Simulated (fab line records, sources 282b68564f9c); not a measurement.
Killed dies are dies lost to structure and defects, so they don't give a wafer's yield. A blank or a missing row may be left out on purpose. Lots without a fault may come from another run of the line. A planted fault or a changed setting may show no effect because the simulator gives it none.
Split-lot experiment | flow rit_cmos | 5 lots, 23 wafers read, on a route of 202 steps

THE SPLIT
At RIT_SILICIDE_SPUTTER_01 (material Ti, target thk 30 nm, time 240 s), the setting time_s was moved away from the recipe's 240 s on 10 of the 23 wafers read, by +4.9% to +14.7%. The other wafers ran this setting at the recipe's value.

FROM THE SPLIT TO THE READING: what the file shows between them, 1 step
- RIT_SILICIDE_RS_MEAS_02: measures by four-point-probe

THE READING
SILICIDE_TI_THK, in nm, at RIT_SILICIDE_THK_MEAS_03 (measures by xrf). Fault-free wafers of this fab line usually give 30.2 nm, standard deviation 0.44 nm.

wafer  | tool, chamber at the split | time_s as run, s | against the recipe | SILICIDE_TI_THK, nm | against lot-mates on the recipe
L078.1 | pvd_sputter-03, -          | 240              | recipe             | 30.2                | -
L078.2 | pvd_sputter-03, -          | 275.2            | +14.7%             | 34.5                | +4.8
L078.4 | pvd_sputter-03, -          | 240              | recipe             | 29.7                | -
L078.5 | pvd_sputter-03, -          | 275.2            | +14.7%             | 34.2                | +4.5
L078.6 | pvd_sputter-03, -          | 240              | recipe             | 29.3                | -
L079.2 | pvd_sputter-04, -          | 240              | recipe             | 29.6                | -
L079.4 | pvd_sputter-04, -          | 240              | recipe             | 30.5                | -
L079.5 | pvd_sputter-04, -          | 240              | recipe             | 29.8                | -
L080.1 | pvd_sputter-03, -          | 240              | recipe             | 30.8                | -
L080.2 | pvd_sputter-03, -          | 267.6            | +11.5%             | 33.4                | +2.8
L080.3 | pvd_sputter-03, -          | 267.6            | +11.5%             | 33.8                | +3.2
L080.5 | pvd_sputter-03, -          | 240              | recipe             | 30.4                | -
L080.6 | pvd_sputter-03, -          | 267.6            | +11.5%             | 34.0                | +3.4
L083.1 | pvd_sputter-03, -          | 240              | recipe             | 30.2                | -
L083.2 | pvd_sputter-03, -          | 240              | recipe             | 29.5                | -
L083.3 | pvd_sputter-03, -          | 253.6            | +5.7%              | 32.0                | +2.1
L083.4 | pvd_sputter-03, -          | 253.6            | +5.7%              | 31.7                | +1.8
L083.6 | pvd_sputter-03, -          | 253.6            | +5.7%              | 32.1                | +2.2
L081.1 | pvd_sputter-02, -          | 240              | recipe             | 30.3                | -
L081.2 | pvd_sputter-02, -          | 240              | recipe             | 30.0                | -
L081.3 | pvd_sputter-02, -          | 240              | recipe             | 30.6                | -
L081.4 | pvd_sputter-02, -          | 251.8            | +4.9%              | 31.9                | +1.6
L081.5 | pvd_sputter-02, -          | 251.8            | +4.9%              | 31.9                | +1.6

THE FIT
A straight line over all 23 wafers: SILICIDE_TI_THK changes by +0.306 nm for each +1% of time_s; r = +0.97; the points scatter about the line by 0.39 nm.
The same after taking each lot's own level away (the mean of its wafers on the recipe; 23 wafers): +0.3 nm for each +1%; r = +0.98; scatter 0.35 nm.
On that fit, the largest move of time_s shifts the reading by 4.4 nm.
The lots' own levels span 29.73 to 30.60 nm, that is 2.0 times the standard deviation above.
So the lot-to-lot level changes the slope little: the two slopes agree.
Check: with one of the wafers moved furthest among these (+14.7%) left out of the fit, the line predicts +4.33 nm for it against its lot-mates. It came out at +4.77 nm against them.

OTHER SPLITS ON THESE WAFERS
These wafers also went through other splits before the reading. Each is held against what the fit with the lots' levels taken away leaves over:
other split on the same wafers | wafers away from the commonest value | r with SILICIDE_TI_THK (lot level and that fit taken away)
RIT_SDANNEAL_CLEAN_00 time_s   | 18                                   | -0.19

THE WHOLE CHAIN: every reading that the file lists as answering this split, in the file's order
step                     | what it does                              | reading                                                                           | change (the file's fit)               | r (the file's)
RIT_SILICIDE_SPUTTER_01  | material Ti, target thk 30 nm, time 240 s | Ti_of_SILICIDE_SPUTTER_01.thk_nm (the simulator's own value, which no gauge read) | +0.305 nm for each +1% of the setting | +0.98
RIT_SILICIDE_RS_MEAS_02  | measures by four-point-probe              | SILICIDE_TI_RS                                                                    | -0.527 for each +1% of the setting    | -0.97
RIT_SILICIDE_THK_MEAS_03 | measures by xrf                           | SILICIDE_TI_THK                                                                   | +0.306 for each +1% of the setting    | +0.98

THE FILE'S OWN FIT
SILICIDE_TI_THK changes by +0.306 nm for each +1% of time_s, r = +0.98.
